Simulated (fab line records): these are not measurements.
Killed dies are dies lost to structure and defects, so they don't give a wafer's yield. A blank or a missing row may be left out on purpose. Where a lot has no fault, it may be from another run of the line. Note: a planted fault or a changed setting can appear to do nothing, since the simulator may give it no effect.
Code-filled problem report in 8D (eight disciplines) form | flow berkeleyCmos170 | the parts of the form that need people (team, actions taken, sign-off) are left out

1. THE ISSUE
Mean NVT_TW at UCB170_NVT_TW_MEAS_09: 588 over 12 wafers in 4 lots; fault-free wafers: 524, standard deviation 3.8. Measured from the usual mean, that is +17 standard deviations.
Seen first at day 8 22:02 on filmMetro-04, wafer L784.1. The record has a number at this step for 45 wafers belonging to 15 lots. Rule for "out" (also "out of limits"): further than 4 standard deviations from the usual mean. Any other wafer with a number is counted as sound.

2. WHAT IT IS, WHAT IT ISN'T
question                    | is                         | is not
which readings at this step | NVT_TW                     | -
which lots                  | L781, L782, L783, L784     | L772, L773, L774, L775, L776, L777, L778, L779, L780, L793, L794
which wafers of those lots  | all that have a number     | -
read on which gauges        | filmMetro-02, filmMetro-04 | filmMetro-03
when                        | from day 8 22:02           | up to then (27 sound wafers); but 6 sound wafers of L793, L794 came after

3. THE SUSPECTS, EACH WITH WHAT RULES IT OUT
Counting: a tool at a process step up to the reading stays a suspect if it ran every lot that is out and no sound lot after the first of them.
- ruled out: the gauge at UCB170_NVT_TW_MEAS_09. The wafers that are out were read on 2 gauges (filmMetro-02, filmMetro-04).
- implanter-04 at UCB170_NVT_IMPLANT_07: kept. Every lot that is out went through it, starting with L784 (day 8 21:47), and after that it ran no sound lot; the last sound lot it ran before then is L780 (day 8 13:06). On those wafers its own readings are out: doseIonsCm2, faradayCurrentUA.
Remaining after the count: implanter-04 at UCB170_NVT_IMPLANT_07.

4. THE CAUSE (what the simulator had put in)
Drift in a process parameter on implanter-04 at UCB170_NVT_IMPLANT_07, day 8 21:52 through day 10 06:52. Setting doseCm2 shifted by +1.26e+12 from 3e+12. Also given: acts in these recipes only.
After counting, this tool was the only one left.

5. THE CHAIN OF EFFECTS, in route order
Each row: a reading where the mean over the struck wafers with a number is more than 3 standard deviations away from the usual. Scope: only readings with a usual standard deviation given in the record; hours: median across lots of the time from each lot's start at the first step in this table that gives one to its start at this step; sigmas: change in usual standard deviations.
hours | step                  | reading          | usual | on struck wafers | change | sigmas
0     | UCB170_NVT_IMPLANT_07 | doseIonsCm2      | 3e+12 | 4e+12            | +1e+12 | +99 or more
0     | UCB170_NVT_IMPLANT_07 | faradayCurrentUA | 9.48  | 13.37            | +3.89  | +20
0     | UCB170_NVT_TW_MEAS_09 | NVT_TW           | 524   | 588              | +64    | +17
It contains these process steps:
- UCB170_NVT_IMPLANT_07
Later measuring or inspecting steps at which every struck wafer that the step has a row for has a number for every such reading, and none has moved that far: UCB170_PVT_OVL_MEAS_06, UCB170_PVT_TW_MEAS_09.

6. HOW IT WOULD HAVE BEEN CAUGHT EARLIER
Counted from the fault's start at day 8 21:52, it took 0 hours until the first out-of-limits reading at a measuring or inspecting step in this record, taken at day 8 22:02.
At UCB170_NVT_IMPLANT_07, the tool's own readings (doseIonsCm2, faradayCurrentUA) were out on each struck wafer the step has a row for, so an alarm limit on them would have fired on the first such wafer.
Of the lots that are out (4), L782, L783 began UCB170_NVT_IMPLANT_07 on implanter-04 after day 8 22:02. A hold on the tool at that time would have spared those 2.
